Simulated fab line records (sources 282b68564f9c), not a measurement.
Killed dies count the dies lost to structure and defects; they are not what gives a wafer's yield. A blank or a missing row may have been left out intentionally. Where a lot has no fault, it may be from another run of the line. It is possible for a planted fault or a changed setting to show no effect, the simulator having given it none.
Code-filled problem report in 8D (eight disciplines) form | flow rit_cmos | the parts of the form that need people (team, actions taken, sign-off) are left out

1. THE ISSUE
spin_speed_rpm at RIT_PRETRO_COAT_01 reads a mean of 1857.4 rpm on 6 wafers of 2 lots; wafers without a fault read 2000.0 rpm with a standard deviation of 1.4. That is -99 or more standard deviations from the usual mean.
The step: resist thk 1300 nm.
The first sign was on wafer L502.2 at day 4 18:02, on litho_track-01. The record holds 18 wafers of 6 lots with a number at this step. By rule, "out" or "out of limits" means more than 4 standard deviations away from the usual mean. All remaining wafers that have a number are taken as sound.

2. WHAT IT IS AND WHAT IT IS NOT
question                    | is                     | is not
which readings at this step | spin_speed_rpm         | -
which lots                  | L502, L504             | L493, L498, L509, L511
which wafers of those lots  | all that have a number | -
read on which tools         | litho_track-01         | litho_track-02, litho_track-04
when                        | from day 4 18:02       | up to then (6 sound wafers); but 6 sound wafers of L509, L511 came after

3. THE SUSPECTS, EACH WITH WHAT RULES IT OUT
Counting: a tool stays on the suspect list if, at a process step up to the reading, it processed all lots that are out and no sound lot following the first of them.
- plasma_asher-01 at RIT_NRETRO_STRIP_09 (strips in O2, time 180 s): ruled out as a lasting fault. The sound lots L511 went through it after L502, its earliest lot that is out (day 4 17:37).
- litho_track-01 at RIT_PRETRO_COAT_01 (resist thk 1300 nm): kept. It ran every lot that is out, first L502 (day 4 18:02), and no sound lot after that; its last sound lot up to then is L498 (day 3 22:40). On those wafers its own readings are out: spin_speed_rpm.
After counting, what remains is litho_track-01 at RIT_PRETRO_COAT_01.

4. THE CAUSE (what the simulator had put in)
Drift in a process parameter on litho_track-01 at RIT_PRETRO_COAT_01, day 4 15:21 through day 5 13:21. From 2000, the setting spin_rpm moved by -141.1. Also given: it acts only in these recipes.
The count eliminated every tool but this one.

5. THE EFFECT CHAIN, in route order
Each row: a reading where the mean over the struck wafers with a number is more than 3 standard deviations away from the usual. Only readings whose record carries a usual standard deviation are examined. hours: median over the lots of the time between each lot's start at the first step of this table that gives one and its start at this step. sigmas: the change, counted in usual standard deviations.
hours | step               | reading        | usual      | on struck wafers | change | sigmas
0     | RIT_PRETRO_COAT_01 | spin_speed_rpm | 2000.0 rpm | 1857.4           | -142.6 | -99 or more
Process steps it contains:
- RIT_PRETRO_COAT_01: resist thk 1300 nm.
Later steps that measure or inspect, where all struck wafers having a row at the step show a number for every such reading and not one has moved that far: RIT_PRETRO_OVL_MEAS_06.

6. WHAT WOULD HAVE CAUGHT IT SOONER
First out-of-limits reading in this record: day 4 18:02, which is 3 hours after fault onset at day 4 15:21.
